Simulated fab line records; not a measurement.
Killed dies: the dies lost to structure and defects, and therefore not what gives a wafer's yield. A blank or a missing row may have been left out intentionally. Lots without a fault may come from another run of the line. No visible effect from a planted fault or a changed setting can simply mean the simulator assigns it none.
Lot-split experiment | flow berkeleyCmos170 | 5 lots, 23 wafers read, on a route of 331 steps

== ON THE SPLIT ==
At UCB170_ACTIVE_ETCH_15 (etches Si3N4 in CH3F/Ar/O2, stops on SiO2, target depth 242 nm, time 151 s), the setting timeS was moved away from the recipe's 151 s on 10 of the 23 wafers read, by -4.6% to +13.5%. This setting was run at the recipe's value on the other wafers.

The reading is taken at the split's own step.

== THE READING ==
SiO2_of_ACTIVE_OXIDATION_02.thkNm (the simulator's own value, which no gauge read), in nm, at UCB170_ACTIVE_ETCH_15 (etches Si3N4 in CH3F/Ar/O2, stops on SiO2, target depth 242 nm, time 151 s). The file gives no usual value for it. Average 26.26 nm, standard deviation 3.3 nm, over the 13 wafers here run with the recipe.

wafer  | tool, chamber at the split | timeS as run, s | against the recipe | SiO2_of_ACTIVE_OXIDATION_02.thkNm, nm | against lot-mates on the recipe
L074.1 | rieDiel-03, 1              | 144.1           | -4.6%              | 28.38                                 | +0.12
L074.2 | rieDiel-03, 3              | 151             | recipe             | 28.42                                 | -
L074.4 | rieDiel-03, 2              | 151             | recipe             | 28.19                                 | -
L074.5 | rieDiel-03, 1              | 144.1           | -4.6%              | 28.07                                 | -0.19
L074.6 | rieDiel-03, 0              | 151             | recipe             | 28.17                                 | -
L076.1 | rieDiel-02, 3              | 160.5           | +6.3%              | 29.23                                 | -0.88
L076.2 | rieDiel-02, 2              | 160.5           | +6.3%              | 28.31                                 | -1.80
L076.3 | rieDiel-02, 1              | 160.5           | +6.3%              | 27.18                                 | -2.93
L076.4 | rieDiel-02, 2              | 151             | recipe             | 30.06                                 | -
L076.5 | rieDiel-02, 3              | 151             | recipe             | 30.16                                 | -
L079.1 | rieDiel-03, 3              | 165.2           | +9.4%              | 25.07                                 | -3.46
L079.3 | rieDiel-03, 2              | 151             | recipe             | 28.65                                 | -
L079.4 | rieDiel-03, 1              | 151             | recipe             | 28.15                                 | -
L079.5 | rieDiel-03, 2              | 151             | recipe             | 28.8                                  | -
L079.6 | rieDiel-03, 3              | 165.2           | +9.4%              | 25.03                                 | -3.50
L081.1 | rieDiel-01, 2              | 151             | recipe             | 21.77                                 | -
L081.4 | rieDiel-01, 1              | 151             | recipe             | 21.43                                 | -
L081.6 | rieDiel-01, 1              | 151             | recipe             | 21.25                                 | -
L083.1 | rieDiel-02, 1              | 171.4           | +13.5%             | 17.02                                 | -6.13
L083.3 | rieDiel-02, 2              | 171.4           | +13.5%             | 17.45                                 | -5.70
L083.4 | rieDiel-02, 3              | 151             | recipe             | 23.27                                 | -
L083.5 | rieDiel-02, 3              | 171.4           | +13.5%             | 18.26                                 | -4.89
L083.6 | rieDiel-02, 0              | 151             | recipe             | 23.03                                 | -

THE FIT
A straight line over all 23 wafers: SiO2_of_ACTIVE_OXIDATION_02.thkNm changes by -0.442 nm for each +1% of timeS; r = -0.59; the points scatter about the line by 3.4 nm.
The same after taking each lot's own level away (the mean of its wafers on the recipe; 23 wafers): -0.352 nm for each +1%; r = -0.94; scatter 0.69 nm.
Per that fit: largest timeS move, reading shift of 4.7 nm.
The span of the lots' own levels, 21.483 to 30.110 nm, comes to 2.6 times the standard deviation stated above.
So the lot-to-lot level blurs the effect unless lot-mates are compared.
Check: for one of the wafers moved furthest among these (+13.5%), held out of the fit, the line's prediction against its lot-mates is -4.67 nm. It came out at -6.13 nm against them.

== FURTHER SPLITS ON THESE WAFERS ==
Other splits were also applied to these wafers ahead of the reading. Each is held against what the fit with the lots' levels taken away leaves over:
other split on the same wafers    | wafers away from the commonest value | r with SiO2_of_ACTIVE_OXIDATION_02.thkNm (lot level and that fit taken away)
UCB170_START_OXIDATION_02 oxTimeS | 10                                   | -0.32
UCB170_ZERO_ETCH_06 overEtchFrac  | 8                                    | +0.28
UCB170_NWELL_CVD_04 tempC         | 10                                   | +0.32
UCB170_NWELL_IMPLANT_14 energyKev | 11                                   | +0.06
UCB170_PWELL_COAT_08 spinRpm      | 11                                   | +0.39
UCB170_ACTIVE_OXIDATION_02 tempC  | 15                                   | +0.16
UCB170_ACTIVE_COAT_08 resistThkNm | 4                                    | -0.31

== THE WHOLE CHAIN: every reading that the file lists as answering this split, in the file's order ==
step                   | what it does                                                               | reading                                                                            | change (the file's fit)                                                                 | r (the file's)
UCB170_ACTIVE_ETCH_15  | etches Si3N4 in CH3F/Ar/O2, stops on SiO2, target depth 242 nm, time 151 s | SiO2_of_ACTIVE_OXIDATION_02.thkNm (the simulator's own value, which no gauge read) | -0.361 nm for each +1% of the setting                                                   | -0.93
UCB170_ACTIVE_ETCH_15  | etches Si3N4 in CH3F/Ar/O2, stops on SiO2, target depth 242 nm, time 151 s | KrF_of_ACTIVE_COAT_08.thkNm (the simulator's own value, which no gauge read)       | -1.35 nm for each +1% of the setting, in a fit together with resistThkNm@ACTIVE_COAT_08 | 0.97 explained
UCB170_ACTIVE_STRIP_16 | strips in O2                                                               | stripTimeToEndpointS                                                               | withheld for each +1% of the setting, in a fit together with resistThkNm@ACTIVE_COAT_08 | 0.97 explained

== THE FILE'S OWN FIT ==
SiO2_of_ACTIVE_OXIDATION_02.thkNm changes by -0.361 nm for each +1% of timeS, r = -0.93.
